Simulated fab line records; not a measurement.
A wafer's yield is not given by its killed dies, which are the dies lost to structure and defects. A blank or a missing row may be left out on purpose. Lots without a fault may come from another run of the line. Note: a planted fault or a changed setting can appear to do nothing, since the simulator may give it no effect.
Comparing a struck lot with a sound one :: flow berkeley cmos170 :: 17 out of 331 route steps
Sound: these wafers, L388.2, L388.3, L388.5. Wafers struck: L402.2, L402.4, L402.5. At the end, the cause is stated.
At each step with rows: each side's tool, then ch and its chambers, then its first start. Under that, the readings that differ: sound wafers :: struck wafers :: difference of the means :: sigmas: that difference in standard deviations of wafers without a fault.
alike: readings whose means differ by less than 2 such deviations, and words and numbers that are the same on both sides. not compared: withheld readings, readings that some wafer has no value for, bounds like >300 that may hide the same value, and numbers for which the record gives no deviation and whose values overlap.
Wherever a step has rows on one side only, a row that says differs or no value, or a row with sigmas, the two part there. When numbers do not overlap yet have no deviation, they are printed without sigmas and do not part them. A reading missing from all wafers of one side parts the sides only when that side holds two or more wafers.

UCB170_M1_STRIP_13: strips in O2.
  sound on plasma asher-04 ch 0, day 8 06:14; struck on plasma asher-04 ch 0,1, day 12 08:26
  alike: drypump motor current A, oes product au
  not compared: rf hours counter h
UCB170_M1_CD_MEAS_90 targets a cd of 700 nm.
  sound on cd sem-01 at day 8 06:21; struck on cd sem-01 at day 12 08:33
  alike: cd nm
then, 1 step without rows for these wafers: UCB170_M1_ANNEAL_14 (time 1200 s).
UCB170_V1_CVD_00: deposits SiO2 from TEOS/O2, target thk 2000 nm, time 250 s.
  sound on pecvd-03 ch 0,1,2, day 8 08:25; struck on pecvd-03 ch 0,1, day 12 11:07
  alike: heater power w
UCB170_V1_THK_MEAS_01:
  sound on film metro-03 at day 8 08:35; struck on film metro-04 at day 12 11:17
  alike: V1_TEOS_THK
UCB170_V1_CMP_02: polishes SiO2.
  sound on cmp-01 ch 0,1, day 8 08:38; struck on cmp-02 ch 0,1,2, day 12 11:26
  alike: head pressure psi, motor current A
UCB170_V1_BOW_MEAS_03:
  sound on film metro-03 at day 8 08:57; struck on film metro-02 at day 12 11:39
  alike: V1_BOW
UCB170_V1_THK_MEAS_04:
  sound on film metro-03 at day 8 09:04; struck on film metro-02 at day 12 11:46
  alike: V1_POLISHED_THK
then, 4 steps without rows for these wafers: UCB170_V1_CLEAN_05 (cleans in DIW); UCB170_V1_HMDS_06 (prime time 60 s); UCB170_V1_COAT_07 (resist thk 900 nm); UCB170_V1_SOFTBAKE_08 (time 60 s).
UCB170_V1_EXPOSE_09: exposes mask VIA1, target cd 700 nm.
  sound on krf scanner-02 ch 0, day 8 11:14; struck on krf scanner-02 ch 0, day 12 12:35
reading: exposure dose mJ cm2
sound: 37.09 36.99 37.02
struck: 36.22 36.29 36.18
difference: -0.80
sigmas: -20
  alike: mask, reticle temp C
then, 2 steps without rows for these wafers: UCB170_V1_PEB_10; UCB170_V1_DEVELOP_11 (develop time 45 s).
UCB170_V1_CD_MEAS_12 targets a cd of 700 nm.
  sound on cd sem-02 at day 8 11:40; struck on cd sem-02 at day 12 13:16
reading: cd nm (nm)
sound: 697.8 697.2 698.1
struck: 705.2 701.8 703.4
difference: +5.8
sigmas: +4
  not compared: hold
UCB170_V1_OVL_MEAS_13:
  sound on overlay-02 at day 8 11:46; struck on overlay-01 at day 12 15:57
reading: hold
sound: - - -
struck: await dispo/2.6h/release await dispo/2.6h/release await dispo/2.6h/release
difference: no value on the sound wafers
sigmas: 
  alike: V1_OVL

## WHERE THEY PART
Last at UCB170_V1_OVL_MEAS_13 as far as this record goes, first at UCB170_V1_EXPOSE_09.

WHY: the cause the simulator had injected
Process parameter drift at UCB170_V1_EXPOSE_09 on krf scanner-02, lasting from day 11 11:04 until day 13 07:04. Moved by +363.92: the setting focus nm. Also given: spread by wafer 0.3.
